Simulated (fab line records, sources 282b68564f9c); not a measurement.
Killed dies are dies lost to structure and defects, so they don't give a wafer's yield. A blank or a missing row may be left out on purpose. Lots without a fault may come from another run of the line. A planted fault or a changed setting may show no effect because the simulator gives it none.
fab line records | flow rit_cmos
record lots=16 wafers=48 last_day=7
route steps=202 shown PLDD@120 PSD@145 SILICIDE@162 M1@202
lots that met no fault: from a run of the same line without faults
start_h: hours from the record's first day to the start of the lot's first wafer shown | wait_h: hours since the lot's step before | " the same as in the row above | L1.1+2: a row that stands for several wafers | - no value, or no start given | * or withheld: withheld | < > ~ a bound
route shown NAME@n: a module of which the file shows steps, and the number in the route of the first | usual: mean/standard deviation of fault-free wafers | same: alike in all rows | chamber/n: place in a boat | sites: the reading at each site | _std_site: their standard deviation | _edge_site: outer sites' mean less inner sites' | radius_mm: how far each site lies from the wafer's centre | mask NAME#n: copy n | behind: the tool/chamber that last shaped the wafer | hold: why the lot was held/for how many hours/how that ended | device: the transistor (n, p or np) that didn't switch | end of line: the same wafers' tests at the end of the route | a step without rows: its recipe alone | killed: dies lost to structure and defects at the first sort, not the wafer's yield | map: a wafer's dies, x killed, . not, _ none there
set.NAME: the setting as run; set.NAME@STEP: as run at that earlier step | model.NAME: the simulator's own value behind a step, which no gauge read
steps of the route over a sample of lots; a table a step, a row a wafer
services: from which hour (start_h, from the record's first day; less than 0 if before it) a tool's chamber was out of use, for how many hours, and why
## steps
# step RIT_PLDD_OVL_MEAS_06
# usual PLDD_OVL=-1.2/1.3
# columns lot.wafer tool chamber start_h wait_h PLDD_OVL[nm]
L720.1 overlay-02 - 42.62 - -3.4
L720.2 " - " " -1.8
L720.5 " - " " -1.2
L721.1 overlay-02 - 48.56 - -0.5
L721.3 " - " " -0.4
L721.4 " - " " -2.6
L722.2 overlay-02 - 56.23 - -2.0
L722.3 " - " " -1.7
L722.5 " - " " -3.1
L723.4 overlay-01 - 58.67 - -1.2
L723.5 " - " " -0.8
L723.6 " - " " -1.1
L725.1 overlay-02 - 67.69 - -2.1
L725.3 " - " " -0.4
L725.5 " - " " -1.6
L726.2 overlay-01 - 73.26 - -2.0
L726.5 " - " " -4.1
L726.6 " - " " -4.1
L727.3 overlay-02 - 77.10 - -2.7
L727.4 " - " " -1.9
L727.5 " - " " -2.0
L728.1 overlay-02 - 84.09 - -0.4
L728.2 " - " " -0.1
L728.5 " - " " -1.8
L729.3 overlay-01 - 89.20 - -1.3
L729.5 " - " " 1.0
L729.6 " - " " 0.6
L731.2 overlay-02 - 97.45 - -1.2
L731.3 " - " " -2.1
L731.4 " - " " -1.4
L734.1 overlay-02 - 112.75 - -2.8
L734.3 " - " " -0.5
L734.4 " - " " -3.3
L735.1 overlay-02 - 117.05 - 0.3
L735.4 " - " " -0.5
L735.6 " - " " 1.5
L737.1 overlay-02 - 129.32 - -3.7
L737.2 " - " " -2.6
L737.3 " - " " -2.4
L739.1 overlay-01 - 139.16 - 0.0
L739.2 " - " " -2.5
L739.5 " - " " -0.8
L741.1 overlay-01 - 147.98 - 1.3
L741.2 " - " " 0.9
L741.6 " - " " -0.1
L742.2 overlay-02 - 158.48 - 0.3
L742.3 " - " " -2.2
L742.6 " - " " -2.2
# step RIT_PSD_EXPOSE_03
# recipe mask_id=M10 na=0.57 target_cd_nm=40900 dose_mj=250
# columns lot.wafer tool chamber start_h wait_h mask
L720.1+2+5 iline_stepper-01 0 47.62 0.1 M10#0
L721.1+3+4 iline_stepper-02 0 53.65 0.2 M10#0
L722.2+3+5 iline_stepper-02 0 61.43 0.1 M10#0
L723.4+5+6 iline_stepper-02 0 65.44 0.1 M10#0
L725.1+3+5 iline_stepper-01 0 73.17 0.1 M10#0
L726.2+5+6 iline_stepper-02 0 78.54 0.2 M10#0
L727.3+4+5 iline_stepper-02 0 82.17 0.1 M10#0
L728.1+2+5 iline_stepper-01 0 89.15 0.2 M10#0
L729.3+5+6 iline_stepper-02 0 94.29 0.2 M10#0
L731.2+3+4 iline_stepper-01 0 102.71 0.1 M10#0
L734.1+3+4 iline_stepper-01 0 117.94 0.2 M10#0
L735.1+4+6 iline_stepper-01 0 122.65 0.1 M10#0
L737.1+2+3 iline_stepper-01 0 134.42 0.2 M10#0
L739.1+2+5 iline_stepper-02 0 144.61 0.2 M10#0
L741.1+2+6 iline_stepper-02 0 153.12 0.1 M10#0
L742.2+3+6 iline_stepper-02 0 163.68 0.1 M10#0
# step RIT_PSD_OVL_MEAS_06
# usual PSD_OVL=0.4/1.2
# columns lot.wafer tool chamber start_h wait_h PSD_OVL[nm]
L720.1 overlay-01 - 48.02 - -1.4
L720.2 " - " " 1.6
L720.5 " - " " 1.7
L721.1 overlay-01 - 54.19 - 0.3
L721.3 " - " " -0.1
L721.4 " - " " -0.9
L722.2 overlay-02 - 61.82 - 0.4
L722.3 " - " " 1.7
L722.5 " - " " 0.6
L723.4 overlay-02 - 65.80 - 0.8
L723.5 " - " " -0.2
L723.6 " - " " -2.1
L725.1 overlay-02 - 73.57 - 2.2
L725.3 " - " " 1.3
L725.5 " - " " 1.3
L726.2 overlay-01 - 78.93 - -1.1
L726.5 " - " " -0.8
L726.6 " - " " -0.4
L727.3 overlay-01 - 82.55 - -0.7
L727.4 " - " " -0.1
L727.5 " - " " 0.3
L728.1 overlay-02 - 89.55 - 2.2
L728.2 " - " " 0.5
L728.5 " - " " 1.7
L729.3 overlay-01 - 94.66 - 2.7
L729.5 " - " " 1.0
L729.6 " - " " 0.3
L731.2 overlay-02 - 103.10 - -
L731.3 " - " " -
L731.4 " - " " -
L734.1 overlay-02 - 118.34 - -
L734.3 " - " " -
L734.4 " - " " -
L735.1 overlay-01 - 123.05 - -
L735.4 " - " " -
L735.6 " - " " -
L737.1 overlay-02 - 134.82 - -
L737.2 " - " " -
L737.3 " - " " -
L739.1 overlay-02 - 145.01 - -0.4
L739.2 " - " " -1.2
L739.5 " - " " -0.9
L741.1 overlay-02 - 153.52 - 1.3
L741.2 " - " " 1.8
L741.6 " - " " 0.5
L742.2 overlay-01 - 164.07 - 0.3
L742.3 " - " " 0.9
L742.6 " - " " 0.7
# step RIT_SILICIDE_SPUTTER_01
# recipe material=Ti target_thk_nm=30 power_w=350 chamber_pressure_pa=0.667 gas=Ar time_s=231.8 substrate_temp_c=25
# usual throttle_valve_pct=29.4/0.59
# columns lot.wafer tool chamber start_h wait_h throttle_valve_pct
L720.1 pvd_sputter-03 - 49.56 0.0 29.5
L720.2 " - " " 30.4
L720.5 " - " " 29.5
L721.1 pvd_sputter-02 - 55.68 0.0 28.3
L721.3 " - " " 30.0
L721.4 " - " " 28.7
L722.2 pvd_sputter-03 - 63.34 0.0 29.7
L722.3 " - " " 30.2
L722.5 " - " " 29.4
L723.4 pvd_sputter-02 - 67.30 0.0 29.0
L723.5 " - " " 29.7
L723.6 " - " " 29.9
L725.1 pvd_sputter-02 - 75.07 0.0 28.4
L725.3 " - " " 29.1
L725.5 " - " " 29.6
L726.2 pvd_sputter-03 - 80.41 0.0 30.4
L726.5 " - " " 29.8
L726.6 " - " " 30.4
L727.3 pvd_sputter-02 - 84.04 0.0 28.9
L727.4 " - " " 29.9
L727.5 " - " " 28.5
L728.1 pvd_sputter-03 - 91.03 0.0 29.5
L728.2 " - " " 30.2
L728.5 " - " " 29.8
L729.3 pvd_sputter-02 - 96.26 0.0 30.0
L729.5 " - " " 29.2
L729.6 " - " " 29.9
L731.2 pvd_sputter-02 - 104.58 0.0 28.8
L731.3 " - " " 29.6
L731.4 " - " " 29.6
L734.1 pvd_sputter-03 - 119.83 0.0 29.2
L734.3 " - " " 30.4
L734.4 " - " " 29.6
L735.1 pvd_sputter-02 - 124.54 0.0 29.3
L735.4 " - " " 28.5
L735.6 " - " " 29.0
L737.1 pvd_sputter-02 - 136.32 0.0 29.8
L737.2 " - " " 28.4
L737.3 " - " " 29.3
L739.1 pvd_sputter-02 - 146.51 0.0 29.1
L739.2 " - " " 29.9
L739.5 " - " " 29.2
L741.1 pvd_sputter-02 - 155.01 0.0 28.5
L741.2 " - " " 30.1
L741.6 " - " " 29.8
L742.2 pvd_sputter-03 - 165.71 0.0 30.3
L742.3 " - " " 29.4
L742.6 " - " " 29.2
# step RIT_SILICIDE_THK_MEAS_03
# recipe thk_meas_gauge=xrf reads=Ti_of_SILICIDE_SPUTTER_01
# usual SILICIDE_TI_THK=28.88/0.25
# columns lot.wafer tool chamber start_h wait_h SILICIDE_TI_THK[nm]
L720.1 film_metro-04 - 49.83 0.1 29.01
L720.2 " - " " 28.96
L720.5 " - " " 29.11
L721.1 film_metro-04 - 55.95 0.1 28.84
L721.3 " - " " 28.67
L721.4 " - " " 28.82
L722.2 film_metro-04 - 63.62 0.1 29.14
L722.3 " - " " 29.33
L722.5 " - " " 29.15
L723.4 film_metro-03 - 67.60 0.1 28.62
L723.5 " - " " 28.90
L723.6 " - " " 28.78
L725.1 film_metro-04 - 75.34 0.1 28.54
L725.3 " - " " 28.71
L725.5 " - " " 28.80
L726.2 film_metro-01 - 80.69 0.1 29.06
L726.5 " - " " 28.91
L726.6 " - " " 28.93
L727.3 film_metro-04 - 84.33 0.1 29.13
L727.4 " - " " 29.10
L727.5 " - " " 28.99
L728.1 film_metro-03 - 91.30 0.1 29.05
L728.2 " - " " 28.89
L728.5 " - " " 29.07
L729.3 film_metro-04 - 96.55 0.1 28.60
L729.5 " - " " 28.65
L729.6 " - " " 28.51
L731.2 film_metro-03 - 104.86 0.1 28.95
L731.3 " - " " 29.03
L731.4 " - " " 29.07
L734.1 film_metro-04 - 120.10 0.1 28.79
L734.3 " - " " 28.99
L734.4 " - " " 29.05
L735.1 film_metro-03 - 124.81 0.1 28.92
L735.4 " - " " 28.57
L735.6 " - " " 28.93
L737.1 film_metro-03 - 136.59 0.1 28.81
L737.2 " - " " 28.61
L737.3 " - " " 29.05
L739.1 film_metro-04 - 146.78 0.1 28.46
L739.2 " - " " 28.52
L739.5 " - " " 28.56
L741.1 film_metro-04 - 155.28 0.1 28.40
L741.2 " - " " 28.74
L741.6 " - " " 29.20
L742.2 film_metro-04 - 165.99 0.1 28.63
L742.3 " - " " 28.74
L742.6 " - " " 28.61
# step RIT_M1_PROBE_99
# usual killed_at_M0_to_M3=0.0/0.083 killed_at_contacts=0.0/0.2 killed_at_front_end=7/3.1 killed_dies=7/3.1 killed_on_rim=1.9/1.4 killed_open=3.5/1.9 killed_short=3.6/2.1
# same gross_dies=264 killed_at_M4_up=0 killed_at_back_side=0 killed_at_other=0
# columns lot.wafer tool chamber start_h wait_h killed_at_M0_to_M3 killed_at_contacts killed_at_front_end killed_dies killed_on_rim killed_open killed_short
L720.1 prober-02 - 56.57 0.1 1 0 4 5 0 5 0
L720.2 prober-02 - 56.62 0.1 0 0 8 8 1 6 2
L720.5 prober-02 - 56.77 0.2 0 0 12 12 1 6 6
L721.1 prober-01 - 62.77 0.1 0 0 5 5 2 2 3
L721.3 prober-01 - 62.87 0.2 0 0 9 9 1 3 6
L721.4 prober-01 - 62.92 0.2 0 0 4 4 1 0 4
L722.2 prober-02 - 70.31 0.1 0 0 11 11 5 8 3
L722.3 prober-02 - 70.36 0.2 0 0 3 3 1 1 2
L722.5 prober-02 - 70.46 0.2 0 0 4 4 1 2 2
L723.4 prober-01 - 74.29 0.2 0 0 7 7 4 2 5
L723.5 prober-01 - 74.34 0.2 0 0 2 2 0 1 1
L723.6 prober-01 - 74.39 0.2 0 0 3 3 2 1 2
L725.1 prober-01 - 81.96 0.1 0 0 7 7 4 4 3
L725.3 prober-01 - 82.06 0.2 0 0 6 6 0 3 3
L725.5 prober-01 - 82.16 0.2 0 1 5 6 3 2 4
L726.2 prober-02 - 88.40 0.1 0 0 13 13 4 3 10
L726.5 prober-02 - 88.55 0.2 0 0 5 5 2 2 3
L726.6 prober-02 - 88.60 0.2 0 0 6 6 2 4 2
L727.3 prober-01 - 91.00 0.2 0 0 10 10 2 7 3
L727.4 prober-01 - 91.05 0.2 0 0 17 17 4 6 11
L727.5 prober-01 - 91.10 0.2 0 0 10 10 0 4 6
L728.1 prober-02 - 98.19 0.1 0 0 11 11 3 4 7
L728.2 prober-02 - 98.24 0.1 0 0 6 6 1 2 4
L728.5 prober-02 - 98.39 0.2 0 0 10 10 3 4 6
L729.3 prober-01 - 103.77 0.2 0 0 6 6 0 4 2
L729.5 prober-01 - 103.87 0.2 0 1 3 4 0 2 2
L729.6 prober-01 - 103.92 0.2 0 0 7 7 0 5 2
L731.2 prober-01 - 111.43 0.1 0 0 264 264 70 7 2
L731.3 prober-01 - 111.48 0.2 0 0 264 264 70 3 6
L731.4 prober-01 - 111.53 0.2 0 0 264 264 70 7 5
L734.1 prober-02 - 126.96 0.1 0 0 264 264 70 0 1
L734.3 prober-02 - 127.06 0.2 0 0 264 264 70 3 1
L734.4 prober-02 - 127.11 0.2 0 0 264 264 70 3 2
L735.1 prober-01 - 133.93 0.1 0 0 264 264 70 2 4
L735.4 prober-01 - 134.08 0.2 0 0 264 264 70 3 5
L735.6 prober-01 - 134.18 0.2 0 0 264 264 70 2 3
L737.1 prober-01 - 143.44 0.1 0 0 264 264 70 6 0
L737.2 prober-01 - 143.49 0.1 0 0 264 264 70 1 5
L737.3 prober-01 - 143.54 0.2 0 0 264 264 70 4 6
L739.1 prober-01 - 153.44 0.1 0 0 8 8 2 2 6
L739.2 prober-01 - 153.49 0.1 0 0 3 3 1 3 0
L739.5 prober-01 - 153.64 0.2 0 0 6 6 2 5 1
L741.1 prober-01 - 162.40 0.1 0 0 7 7 2 4 3
L741.2 prober-01 - 162.45 0.1 0 0 7 7 2 4 3
L741.6 prober-01 - 162.65 0.2 0 0 7 7 2 2 5
L742.2 prober-02 - 173.07 0.1 0 0 5 5 3 2 3
L742.3 prober-02 - 173.12 0.2 0 0 6 6 3 4 2
L742.6 prober-02 - 173.27 0.2 0 0 4 4 3 0 4
# killed by level:class
L720.1 GATE:geometric_particle:open=2 FOX1:geometric_particle:open=1 FOX2:geometric_particle:open=1 M1:geometric_particle:open=1
L720.2 GATE:geometric_particle:open=4 GATE:geometric_particle:short=2 SILICIDE:geometric_particle:open=2
L720.5 FOX2:geometric_particle:short=3 SPACER:geometric_particle:open=3 SPACER:geometric_particle:short=3 FOX2:geometric_particle:open=1 REOX:geometric_particle:open=1 SILICIDE:geometric_particle:open=1
L721.1 GATE:geometric_particle:open=2 FOX1:geometric_particle:short=1 FOX2:geometric_particle:short=1 GATE:geometric_particle:short=1
L721.3 GATE:geometric_particle:short=5 GATE:geometric_particle:open=2 FOX1:geometric_particle:short=1 SILICIDE:geometric_particle:open=1
L721.4 FOX1:geometric_particle:short=2 REOX:geometric_particle:short=1 SPACER:geometric_particle:short=1
L722.2 GATE:geometric_particle:open=6 GATE:geometric_particle:short=3 FOX2:geometric_particle:open=2
L722.3 FOX2:geometric_particle:short=2 FOX2:geometric_particle:open=1
L722.5 GATE:geometric_particle:short=1 GATE:geometric_particle:open=1 REOX:geometric_particle:short=1 SILICIDE:geometric_particle:open=1
L723.4 FOX1:geometric_particle:short=1 FOX2:geometric_particle:open=1 GATE:geometric_particle:open=1 GATE:geometric_particle:short=1 REOX:geometric_particle:short=1 SPACER:geometric_particle:short=1 SILICIDE:geometric_particle:short=1
L723.5 GATE:geometric_particle:open=1 GATE:geometric_particle:short=1
L723.6 FOX1:geometric_particle:short=2 SPACER:geometric_particle:open=1
L725.1 FOX1:geometric_particle:open=2 FOX1:geometric_particle:short=1 GATE:geometric_particle:open=1 SPACER:geometric_particle:short=1 SILICIDE:geometric_particle:open=1 SILICIDE:geometric_particle:short=1
L725.3 GATE:geometric_particle:open=2 FOX1:geometric_particle:open=1 FOX1:geometric_particle:short=1 REOX:geometric_particle:short=1 SILICIDE:geometric_particle:short=1
L725.5 GATE:geometric_particle:short=2 FOX1:geometric_particle:short=1 SILICIDE:geometric_particle:open=1 SILICIDE:geometric_particle:short=1 CONTACT:geometric_particle:open=1
L726.2 SPACER:geometric_particle:short=4 FOX2:geometric_particle:short=2 GATE:geometric_particle:open=2 GATE:geometric_particle:short=2 REOX:geometric_particle:short=2 SPACER:geometric_particle:open=1
L726.5 GATE:geometric_particle:short=2 GATE:geometric_particle:open=1 REOX:geometric_particle:short=1 SILICIDE:geometric_particle:open=1
L726.6 GATE:geometric_particle:open=2 FOX2:geometric_particle:open=1 GATE:geometric_particle:short=1 REOX:geometric_particle:short=1 SPACER:geometric_particle:open=1
L727.3 FOX2:geometric_particle:open=4 GATE:geometric_particle:open=2 FOX1:geometric_particle:short=1 FOX2:geometric_particle:short=1 REOX:geometric_particle:open=1 SILICIDE:geometric_particle:short=1
L727.4 GATE:geometric_particle:short=5 GATE:geometric_particle:open=2 SPACER:geometric_particle:short=2 REOX:geometric_particle:open=2 REOX:geometric_particle:short=2 FOX1:geometric_particle:short=1 SPACER:geometric_particle:open=1 SILICIDE:geometric_particle:open=1
L727.5 SILICIDE:geometric_particle:open=3 SPACER:geometric_particle:short=2 SILICIDE:geometric_particle:short=2 FOX1:geometric_particle:short=1 FOX1:geometric_particle:open=1 GATE:geometric_particle:short=1
L728.1 GATE:geometric_particle:short=3 GATE:geometric_particle:open=2 SPACER:geometric_particle:short=2 FOX1:geometric_particle:short=1 REOX:geometric_particle:short=1 REOX:geometric_particle:open=1 SPACER:geometric_particle:open=1
L728.2 GATE:geometric_particle:short=3 FOX1:geometric_particle:short=1 FOX2:geometric_particle:open=1 REOX:geometric_particle:open=1
L728.5 GATE:geometric_particle:open=2 GATE:geometric_particle:short=2 SPACER:geometric_particle:short=2 SILICIDE:geometric_particle:open=2 ACTIVE:geometric_particle:short=1 SILICIDE:geometric_particle:short=1
L729.3 FOX1:geometric_particle:short=1 FOX2:geometric_particle:open=1 GATE:geometric_particle:open=1 REOX:geometric_particle:short=1 SPACER:geometric_particle:open=1 SILICIDE:geometric_particle:open=1
L729.5 REOX:geometric_particle:short=2 FOX1:geometric_particle:open=1 CONTACT:geometric_particle:open=1
L729.6 REOX:geometric_particle:open=3 FOX1:geometric_particle:short=1 FOX1:geometric_particle:open=1 GATE:geometric_particle:short=1 SILICIDE:geometric_particle:open=1
L731.2 PSD:overlay=255 FOX1:geometric_particle:open=4 FOX1:geometric_particle:short=2 REOX:geometric_particle:open=2 SPACER:geometric_particle:open=1
L731.3 PSD:overlay=255 GATE:geometric_particle:short=5 FOX1:geometric_particle:open=2 FOX1:geometric_particle:short=1 REOX:geometric_particle:open=1
L731.4 PSD:overlay=252 GATE:geometric_particle:short=3 FOX1:geometric_particle:open=2 REOX:geometric_particle:open=2 REOX:geometric_particle:short=2 ACTIVE:geometric_particle:open=1 FOX2:geometric_particle:open=1 SILICIDE:geometric_particle:open=1
L734.1 PSD:overlay=263 SPACER:geometric_particle:short=1
L734.3 PSD:overlay=260 SILICIDE:geometric_particle:open=2 FOX1:geometric_particle:open=1 SPACER:geometric_particle:short=1
L734.4 PSD:overlay=259 GATE:geometric_particle:open=3 FOX2:geometric_particle:short=1 GATE:geometric_particle:short=1
L735.1 PSD:overlay=258 GATE:geometric_particle:short=3 GATE:geometric_particle:open=1 SPACER:geometric_particle:open=1 SILICIDE:geometric_particle:short=1
L735.4 PSD:overlay=256 GATE:geometric_particle:open=2 SILICIDE:geometric_particle:short=2 FOX2:geometric_particle:short=1 GATE:geometric_particle:short=1 SPACER:geometric_particle:short=1 SILICIDE:geometric_particle:open=1
L735.6 PSD:overlay=259 FOX1:geometric_particle:short=1 GATE:geometric_particle:open=1 GATE:geometric_particle:short=1 SILICIDE:geometric_particle:open=1 SILICIDE:geometric_particle:short=1
L737.1 PSD:overlay=258 GATE:geometric_particle:open=3 FOX1:geometric_particle:open=1 FOX2:geometric_particle:open=1 REOX:geometric_particle:open=1
L737.2 PSD:overlay=258 GATE:geometric_particle:short=2 REOX:geometric_particle:short=2 FOX1:geometric_particle:short=1 GATE:geometric_particle:open=1
L737.3 PSD:overlay=254 FOX1:geometric_particle:short=2 GATE:geometric_particle:short=2 REOX:geometric_particle:short=2 REOX:geometric_particle:open=2 FOX1:geometric_particle:open=1 GATE:geometric_particle:open=1
L739.1 GATE:geometric_particle:short=3 FOX2:geometric_particle:open=1 FOX2:geometric_particle:short=1 REOX:geometric_particle:short=1 SPACER:geometric_particle:open=1 SILICIDE:geometric_particle:short=1
L739.2 REOX:geometric_particle:open=2 GATE:geometric_particle:open=1
L739.5 GATE:geometric_particle:open=2 FOX2:geometric_particle:open=1 REOX:geometric_particle:open=1 SPACER:geometric_particle:short=1 SILICIDE:geometric_particle:open=1
L741.1 SPACER:geometric_particle:open=3 GATE:geometric_particle:short=1 REOX:geometric_particle:short=1 SPACER:geometric_particle:short=1 SILICIDE:geometric_particle:open=1
L741.2 GATE:geometric_particle:open=3 FOX1:geometric_particle:short=1 SPACER:geometric_particle:short=1 SILICIDE:geometric_particle:short=1 SILICIDE:geometric_particle:open=1
L741.6 SILICIDE:geometric_particle:short=3 GATE:geometric_particle:short=1 REOX:geometric_particle:open=1 SPACER:geometric_particle:short=1 SILICIDE:geometric_particle:open=1
L742.2 SPACER:geometric_particle:short=2 FOX1:geometric_particle:open=1 GATE:geometric_particle:short=1 SPACER:geometric_particle:open=1
L742.3 GATE:geometric_particle:open=2 SPACER:geometric_particle:open=2 FOX2:geometric_particle:short=1 SPACER:geometric_particle:short=1
L742.6 GATE:geometric_particle:short=2 FOX2:geometric_particle:short=1 REOX:geometric_particle:short=1
## services
# columns tool chamber start_h hours kind
iline_stepper-02 - 34.93 1.7 pm
pvd_sputter-03 - 38.49 1.4 repair
pvd_sputter-02 - 70.21 3.2 repair
iline_stepper-01 0 101.34 - calibration
iline_stepper-01 - 144.69 2.1 pm
iline_stepper-01 - 146.78 - consumable_replace:lamp
## key
first_sign step=RIT_PSD_OVL_MEAS_06 reading=PSD_OVL direction=missing
effect step=RIT_M1_PROBE_99 reading=killed_at_front_end direction=up sigmas=83 usual=7 struck=264
more_kills_born_at RIT_PSD_EXPOSE_03@iline_stepper-01=3087
met_at RIT_PSD_EXPOSE_03
struck_lots L731,L734,L735,L737
tester_left_out L731,L734,L735,L737
not_acting_at RIT_PLDD_OVL_MEAS_06,RIT_SILICIDE_SPUTTER_01,RIT_SILICIDE_THK_MEAS_03
onset_between 89.15 102.71
fault kind=scanner_matching_overlay tool=iline_stepper-01 chamber=- onset_h=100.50 steps=RIT_PSD_EXPOSE_03 offset=8148
# tester_left_out: of these lots the tester's yield and bins aren't shown, on N5 and GAA mostly nor the transistor test; their killed dies are dies lost to structure and defects alone, not to doping, threshold or leakage, so they don't give the yield
